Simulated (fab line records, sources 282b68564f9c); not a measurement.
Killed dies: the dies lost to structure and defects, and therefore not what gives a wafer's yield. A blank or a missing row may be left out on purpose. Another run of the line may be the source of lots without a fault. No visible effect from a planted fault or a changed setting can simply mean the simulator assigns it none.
A struck lot beside a sound one | flow rit cmos | 19 steps out of a route of 202
Sound: wafers L322.1, L322.3, L322.5. Wafers struck: L333.2, L333.3, L333.6. Last of all comes the cause.
Order at every step that has rows: each side's tool, ch and its chambers, its first start. Under that, the readings that differ: sound wafers | struck wafers | difference of the means | sigmas: that difference in standard deviations of wafers without a fault.
alike: readings with means less than 2 such deviations apart, plus words and numbers identical on both sides. not compared: withheld readings, readings lacking a value on some wafer, bounds such as >300 that could conceal the same value, and numbers that have no deviation in the record and whose values overlap.
A row with sigmas, a row that says differs or no value, or rows on one side alone: a step with any of these is where the two part. Non-overlapping numbers with no deviation appear without sigmas and do not part them. Lack of a reading on every wafer of one side parts them only where that side has two or more wafers.

first, 1 step without rows for these wafers: RIT_SILICIDE_WET_ETCH_00 (etches SiO2 in BOE, target depth 14 nm, time 15 s).
RIT_SILICIDE_SPUTTER_01: material Ti, target thk 30 nm, time 240 s.
  struck on pvd sputter-04, day 5 12:05; sound on pvd sputter-04, day 3 04:28
  alike: throttle valve pct
RIT_SILICIDE_RS_MEAS_02: measures by four-point-probe.
  struck on film metro-01, day 5 12:16; sound on film metro-01, day 3 04:38
  alike: SILICIDE_TI_RS
RIT_SILICIDE_THK_MEAS_03: measures by xrf.
  struck on film metro-01, day 5 12:22; sound on film metro-01, day 3 04:45
  alike: SILICIDE_TI_THK
RIT_SILICIDE_RTA_04: time 10 s, ramp up 5 s, ramp down 5 s.
  sound on rtp anneal-02 ch 0, day 3 04:49; struck on rtp anneal-01 ch 0, day 5 12:26
  alike: wafer_temp_C_max
then, 1 step without rows for these wafers: RIT_SILICIDE_WET_ETCH_05 (etches Ti in SPM, time 120 s).
RIT_SILICIDE_RTA_06: time 10 s, ramp up 5 s, ramp down 10 s.
  sound on rtp anneal-01 ch 0, day 3 04:55; struck on rtp anneal-02 ch 0, day 5 12:37
  alike: wafer_temp_C_max
RIT_CONTACT_CVD_00: deposits SiO2 from TEOS, target thk 400 nm, time 61 s.
  sound on pecvd-04 ch 1,2, day 3 04:59; struck on pecvd-03 ch 1,2, day 5 12:40
  alike: heater power w
RIT_CONTACT_THK_MEAS_01:
  struck on film metro-01, day 5 12:43; sound on film metro-02, day 3 05:02
  alike: CONTACT_TEOS_THK
then, 3 steps without rows for these wafers: RIT_CONTACT_HMDS_02 (prime time 60 s); RIT_CONTACT_COAT_03 (resist thk 1000 nm); RIT_CONTACT_SOFTBAKE_04 (time 60 s).
RIT_CONTACT_EXPOSE_05: exposes mask M11, target cd 1000 nm.
  sound on iline stepper-02 ch 0, day 3 05:32; struck on iline stepper-02 ch 0, day 5 13:23
  reading                         | sound                | struck               | difference | sigmas
  model.CONTACT.overlay x nm (nm) | -1.618 -1.618 -1.618 | -148.1 -148.1 -148.1 | -146.5     |
  alike: mask, exposure dose mJ cm2
then, 2 steps without rows for these wafers: RIT_CONTACT_PEB_06; RIT_CONTACT_DEVELOP_07 (develop time 120 s).
RIT_CONTACT_CD_MEAS_08: target cd 1000 nm.
  struck on cd sem-02, day 5 13:54; sound on cd sem-02, day 3 06:04
  alike: cd nm
RIT_CONTACT_OVL_MEAS_09:
  struck on overlay-01, day 5 14:01; sound on overlay-01, day 3 06:11
  reading          | sound         | struck               | difference | sigmas
  CONTACT_OVL (nm) | -1.2 -2.3 0.1 | -150.7 -150.8 -151.0 | -149.7     | -99 or more
then, 1 step without rows for these wafers: RIT_CONTACT_HARDBAKE_10 (time 60 s).
RIT_M1_PROBE_99:
  struck on prober-01, day 5 19:28; sound on prober-01, day 3 12:44
  reading                                    | sound            | struck            | difference | sigmas
  killed_at_M0_to_M3                         | 0 1 0            | 0 0 0             | +0         | -4
  model.etest.contact to gate.bv right v (V) | 90.6 91.97 88.34 | 165 162.4 164     | +73        |
  model.etest.contact to gate.bv left v (V)  | 87.69 89.6 89.69 | 14.45 14.95 15.94 | -73.88     |
  alike: killed at contacts, killed at front end, killed dies, killed open, killed short

WHERE THEY PART
Earliest at RIT_CONTACT_OVL_MEAS_09; latest, in this record, at RIT_M1_PROBE_99.

WHY: what had been put in by the simulator
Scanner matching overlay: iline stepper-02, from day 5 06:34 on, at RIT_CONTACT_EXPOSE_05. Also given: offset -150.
